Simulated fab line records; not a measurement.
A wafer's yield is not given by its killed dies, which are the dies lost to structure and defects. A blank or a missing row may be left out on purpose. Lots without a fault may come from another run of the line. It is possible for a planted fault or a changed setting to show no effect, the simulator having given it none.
Which tool did it? || flow berkeley cmos170 || 14 lots, 42 wafers sampled, at 5 steps of a route of 331

== WHAT EACH GAUGE READ, for each wafer ==
UCB170_FIELD_THK_MEAS_02.
{"lot": "L731", "measured": "day 4 13:49", "on": "film metro-01", "FIELD_OXIDE_THK (nm)": "565 559 550"}
{"lot": "L732", "measured": "day 4 17:10", "on": "film metro-02", "FIELD_OXIDE_THK (nm)": "558 561 557"}
{"lot": "L733", "measured": "day 5 00:16", "on": "film metro-02", "FIELD_OXIDE_THK (nm)": "557 565 550"}
{"lot": "L735", "measured": "day 5 12:40", "on": "film metro-02", "FIELD_OXIDE_THK (nm)": "567 582 584"}
{"lot": "L741", "measured": "day 6 21:44", "on": "film metro-02", "FIELD_OXIDE_THK (nm)": "531 527 535"}
{"lot": "L740", "measured": "day 6 21:44", "on": "film metro-04", "FIELD_OXIDE_THK (nm)": "568 571 569"}
{"lot": "L742", "measured": "day 6 21:44", "on": "film metro-01", "FIELD_OXIDE_THK (nm)": "548 552 561"}
{"lot": "L743", "measured": "day 7 07:40", "on": "film metro-04", "FIELD_OXIDE_THK (nm)": "546 548 544"}
{"lot": "L744", "measured": "day 7 07:40", "on": "film metro-02", "FIELD_OXIDE_THK (nm)": "555 572 565"}
{"lot": "L747", "measured": "day 7 18:19", "on": "film metro-01", "FIELD_OXIDE_THK (nm)": "545 543 548"}
{"lot": "L751", "measured": "day 8 17:17", "on": "film metro-01", "FIELD_OXIDE_THK (nm)": "551 549 544"}
{"lot": "L752", "measured": "day 9 00:46", "on": "film metro-04", "FIELD_OXIDE_THK (nm)": "567 566 566"}
{"lot": "L753", "measured": "day 9 07:44", "on": "film metro-04", "FIELD_OXIDE_THK (nm)": "559 554 551"}
{"lot": "L754", "measured": "day 9 07:44", "on": "film metro-01", "FIELD_OXIDE_THK (nm)": "551 555 550"}

UCB170_FIELD_THK_MEAS_90.
{"lot": "L731", "measured": "day 4 22:31", "on": "film metro-01", "FIELD_OXIDE_LEFT_1_THK (nm)": "450 443 434"}
{"lot": "L732", "measured": "day 4 22:32", "on": "film metro-04", "FIELD_OXIDE_LEFT_1_THK (nm)": "442 445 441"}
{"lot": "L733", "measured": "day 5 08:01", "on": "film metro-02", "FIELD_OXIDE_LEFT_1_THK (nm)": "439 447 433"}
{"lot": "L735", "measured": "day 5 19:53", "on": "film metro-01", "FIELD_OXIDE_LEFT_1_THK (nm)": "450 465 467"}
{"lot": "L741", "measured": "day 7 05:41", "on": "film metro-02", "FIELD_OXIDE_LEFT_1_THK (nm)": "415 411 419"}
{"lot": "L740", "measured": "day 7 05:46", "on": "film metro-04", "FIELD_OXIDE_LEFT_1_THK (nm)": "452 453 452"}
{"lot": "L742", "measured": "day 7 05:46", "on": "film metro-02", "FIELD_OXIDE_LEFT_1_THK (nm)": "433 436 447"}
{"lot": "L743", "measured": "day 7 14:48", "on": "film metro-04", "FIELD_OXIDE_LEFT_1_THK (nm)": "429 431 427"}
{"lot": "L744", "measured": "day 7 14:48", "on": "film metro-02", "FIELD_OXIDE_LEFT_1_THK (nm)": "438 455 448"}
{"lot": "L747", "measured": "day 8 00:26", "on": "film metro-01", "FIELD_OXIDE_LEFT_1_THK (nm)": "428 426 431"}
{"lot": "L751", "measured": "day 9 04:29", "on": "film metro-04", "FIELD_OXIDE_LEFT_1_THK (nm)": "433 432 425"}
{"lot": "L752", "measured": "day 9 08:10", "on": "film metro-04", "FIELD_OXIDE_LEFT_1_THK (nm)": "449 447 449"}
{"lot": "L753", "measured": "day 9 14:20", "on": "film metro-04", "FIELD_OXIDE_LEFT_1_THK (nm)": "443 438 435"}
{"lot": "L754", "measured": "day 9 14:20", "on": "film metro-02", "FIELD_OXIDE_LEFT_1_THK (nm)": "435 439 435"}

UCB170_PVT_TW_MEAS_09.
{"lot": "L731", "measured": "day 5 15:29", "on": "film metro-02", "PVT_TW": "509.4 507.3 504.4"}
{"lot": "L732", "measured": "day 5 15:37", "on": "film metro-01", "PVT_TW": "507.3 506.2 506.1"}
{"lot": "L733", "measured": "day 5 22:22", "on": "film metro-04", "PVT_TW": "502.1 501.7 502.7"}
{"lot": "L735", "measured": "day 6 14:35", "on": "film metro-01", "PVT_TW": "505.2 506.7 506.4"}
{"lot": "L741", "measured": "day 7 19:49", "on": "film metro-01", "PVT_TW": "511.5 507.5 504.2"}
{"lot": "L740", "measured": "day 7 19:32", "on": "film metro-04", "PVT_TW": "504.5 501.7 507.2"}
{"lot": "L742", "measured": "day 7 20:06", "on": "film metro-02", "PVT_TW": "505.5 503.0 506.3"}
{"lot": "L743", "measured": "day 8 07:22", "on": "film metro-02", "PVT_TW": "505.4 503.9 504.2"}
{"lot": "L744", "measured": "day 8 07:10", "on": "film metro-01", "PVT_TW": "503.3 506.0 504.4"}
{"lot": "L747", "measured": "day 8 15:18", "on": "film metro-02", "PVT_TW": "508.8 505.3 507.7"}
{"lot": "L751", "measured": "day 9 21:15", "on": "film metro-01", "PVT_TW": "517.6 520.8 517.2"}
{"lot": "L752", "measured": "day 10 02:02", "on": "film metro-01", "PVT_TW": "503.4 507.9 505.7"}
{"lot": "L753", "measured": "day 10 09:44", "on": "film metro-01", "PVT_TW": "512.7 512.3 512.8"}
{"lot": "L754", "measured": "day 10 09:58", "on": "film metro-01", "PVT_TW": "506.8 503.6 506.2"}

== WHAT TOOL EACH LOT RAN ON (gives the tool, then ch and the chambers of the sampled wafers, and finally the start) ==
{"lot": "L731", "UCB170_NVT_STRIP_08": "plasma asher-04 ch 0,1, day 5 10:41", "UCB170_PVT_IMPLANT_07": "implanter-04 ch 0, day 5 15:14"}
{"lot": "L732", "UCB170_NVT_STRIP_08": "plasma asher-01 ch 0,1, day 5 10:50", "UCB170_PVT_IMPLANT_07": "implanter-02 ch 0, day 5 15:24"}
{"lot": "L733", "UCB170_NVT_STRIP_08": "plasma asher-01 ch 0,1, day 5 20:55", "UCB170_PVT_IMPLANT_07": "implanter-02 ch 0, day 5 22:07"}
{"lot": "L735", "UCB170_NVT_STRIP_08": "plasma asher-01 ch 0,1, day 6 11:29", "UCB170_PVT_IMPLANT_07": "implanter-01 ch 0, day 6 14:20"}
{"lot": "L741", "UCB170_NVT_STRIP_08": "plasma asher-01 ch 0,1, day 7 17:56", "UCB170_PVT_IMPLANT_07": "implanter-01 ch 0, day 7 19:35"}
{"lot": "L740", "UCB170_NVT_STRIP_08": "plasma asher-04 ch 0,1, day 7 17:49", "UCB170_PVT_IMPLANT_07": "implanter-02 ch 0, day 7 19:18"}
{"lot": "L742", "UCB170_NVT_STRIP_08": "plasma asher-02 ch 0,1, day 7 17:56", "UCB170_PVT_IMPLANT_07": "implanter-04 ch 0, day 7 19:53"}
{"lot": "L743", "UCB170_NVT_STRIP_08": "plasma asher-01 ch 0,1, day 8 05:34", "UCB170_PVT_IMPLANT_07": "implanter-01 ch 0, day 8 07:08"}
{"lot": "L744", "UCB170_NVT_STRIP_08": "plasma asher-04 ch 0,1, day 8 05:25", "UCB170_PVT_IMPLANT_07": "implanter-02 ch 0, day 8 06:55"}
{"lot": "L747", "UCB170_NVT_STRIP_08": "plasma asher-04 ch 0,1, day 8 13:09", "UCB170_PVT_IMPLANT_07": "implanter-01 ch 0, day 8 15:03"}
{"lot": "L751", "UCB170_NVT_STRIP_08": "plasma asher-01 ch 0, day 9 19:18", "UCB170_PVT_IMPLANT_07": "implanter-01 ch 0, day 9 21:01"}
{"lot": "L752", "UCB170_NVT_STRIP_08": "plasma asher-04 ch 0,1, day 10 00:00", "UCB170_PVT_IMPLANT_07": "implanter-02 ch 0, day 10 01:47"}
{"lot": "L753", "UCB170_NVT_STRIP_08": "plasma asher-01 ch 0,1, day 10 07:31", "UCB170_PVT_IMPLANT_07": "implanter-01 ch 0, day 10 09:31"}
{"lot": "L754", "UCB170_NVT_STRIP_08": "plasma asher-02 ch 0,1, day 10 07:14", "UCB170_PVT_IMPLANT_07": "implanter-04 ch 0, day 10 09:44"}
- UCB170_NVT_STRIP_08: strips in O2.
- UCB170_PVT_IMPLANT_07

== WHAT THE TOOLS THEMSELVES READ (means of the sampled wafers that have a number; where no wafer has one, the mark that the record gives instead) ==
UCB170_NVT_STRIP_08.
{"lot": "L731", "tool": "plasma asher-04", "drypump motor current A (A)": 5.9, "oes product au (a.u.)": 0.732, "strip time to endpoint s (s)": 21.70}
{"lot": "L732", "tool": "plasma asher-01", "drypump motor current A (A)": 5.4, "oes product au (a.u.)": 0.734, "strip time to endpoint s (s)": 21.67}
{"lot": "L733", "tool": "plasma asher-01", "drypump motor current A (A)": 5.4, "oes product au (a.u.)": 0.741, "strip time to endpoint s (s)": 21.64}
{"lot": "L735", "tool": "plasma asher-01", "drypump motor current A (A)": 5.6, "oes product au (a.u.)": 0.736, "strip time to endpoint s (s)": 21.68}
{"lot": "L741", "tool": "plasma asher-01", "drypump motor current A (A)": 5.4, "oes product au (a.u.)": 0.740, "strip time to endpoint s (s)": 21.61}
{"lot": "L740", "tool": "plasma asher-04", "drypump motor current A (A)": 6.0, "oes product au (a.u.)": 0.733, "strip time to endpoint s (s)": 21.64}
{"lot": "L742", "tool": "plasma asher-02", "drypump motor current A (A)": 5.8, "oes product au (a.u.)": 0.730, "strip time to endpoint s (s)": 21.57}
{"lot": "L743", "tool": "plasma asher-01", "drypump motor current A (A)": 5.4, "oes product au (a.u.)": 0.736, "strip time to endpoint s (s)": 21.62}
{"lot": "L744", "tool": "plasma asher-04", "drypump motor current A (A)": 6.0, "oes product au (a.u.)": 0.733, "strip time to endpoint s (s)": 21.62}
{"lot": "L747", "tool": "plasma asher-04", "drypump motor current A (A)": 6.0, "oes product au (a.u.)": 0.736, "strip time to endpoint s (s)": 21.69}
{"lot": "L751", "tool": "plasma asher-01", "drypump motor current A (A)": 5.7, "oes product au (a.u.)": 0.732, "strip time to endpoint s (s)": 21.67}
{"lot": "L752", "tool": "plasma asher-04", "drypump motor current A (A)": 6.0, "oes product au (a.u.)": 0.731, "strip time to endpoint s (s)": 21.58}
{"lot": "L753", "tool": "plasma asher-01", "drypump motor current A (A)": 5.5, "oes product au (a.u.)": 0.737, "strip time to endpoint s (s)": 21.66}
{"lot": "L754", "tool": "plasma asher-02", "drypump motor current A (A)": 5.8, "oes product au (a.u.)": 0.738, "strip time to endpoint s (s)": 21.59}

UCB170_PVT_IMPLANT_07.
{"lot": "L731", "tool": "implanter-04", "beam energy keV": 30.000}
{"lot": "L732", "tool": "implanter-02", "beam energy keV": 29.995}
{"lot": "L733", "tool": "implanter-02", "beam energy keV": 29.997}
{"lot": "L735", "tool": "implanter-01", "beam energy keV": 30.006}
{"lot": "L741", "tool": "implanter-01", "beam energy keV": 30.011}
{"lot": "L740", "tool": "implanter-02", "beam energy keV": 30.003}
{"lot": "L742", "tool": "implanter-04", "beam energy keV": 30.007}
{"lot": "L743", "tool": "implanter-01", "beam energy keV": 30.005}
{"lot": "L744", "tool": "implanter-02", "beam energy keV": 29.999}
{"lot": "L747", "tool": "implanter-01", "beam energy keV": 30.013}
{"lot": "L751", "tool": "implanter-01", "beam energy keV": 31.949}
{"lot": "L752", "tool": "implanter-02", "beam energy keV": 30.013}
{"lot": "L753", "tool": "implanter-01", "beam energy keV": 31.954}
{"lot": "L754", "tool": "implanter-04", "beam energy keV": 29.992}

== THE ANSWER, worked out from the rows above alone ==
Rule: the lots themselves supply what counts as usual. The widest of any qualifying gaps counts: lots, ordered by their means at a reading, are off when they make up no more than a third of the lots, leave a main group of 4 or more, and stand apart from it by 3 or more times the standard deviation of that group's means. If all means in a main group match to the digits the tables above print for the reading, that group is not used. Also off: a lot with no number at a reading for which 4 or more lots have one. All remaining lots with rows at the step are treated as sound. After the gauges, taken in route order, come the tools' own readings; for these a lot's mean is taken, as printed above. The first step at which some lot is off is used, and at that step the reading that is off furthest; a lot without a number counts as furthest.
Off: L751, L753, at UCB170_PVT_TW_MEAS_09 (PVT_TW). Main group: mean 505.5, sd 1.5.
If a tool, at a process step before that reading, ran all the lots that are off and no sound lot after the first of them, it fits. Not tried: the gauges at UCB170_PVT_TW_MEAS_09; whatever is off there is also off at UCB170_PVT_IMPLANT_07, on other tools, and gauge error can't account for it. Undecided on this evidence; 2 tools fit (plasma asher-01 at UCB170_NVT_STRIP_08, implanter-01 at UCB170_PVT_IMPLANT_07).

== WHAT THE SIMULATOR PUT IN ==
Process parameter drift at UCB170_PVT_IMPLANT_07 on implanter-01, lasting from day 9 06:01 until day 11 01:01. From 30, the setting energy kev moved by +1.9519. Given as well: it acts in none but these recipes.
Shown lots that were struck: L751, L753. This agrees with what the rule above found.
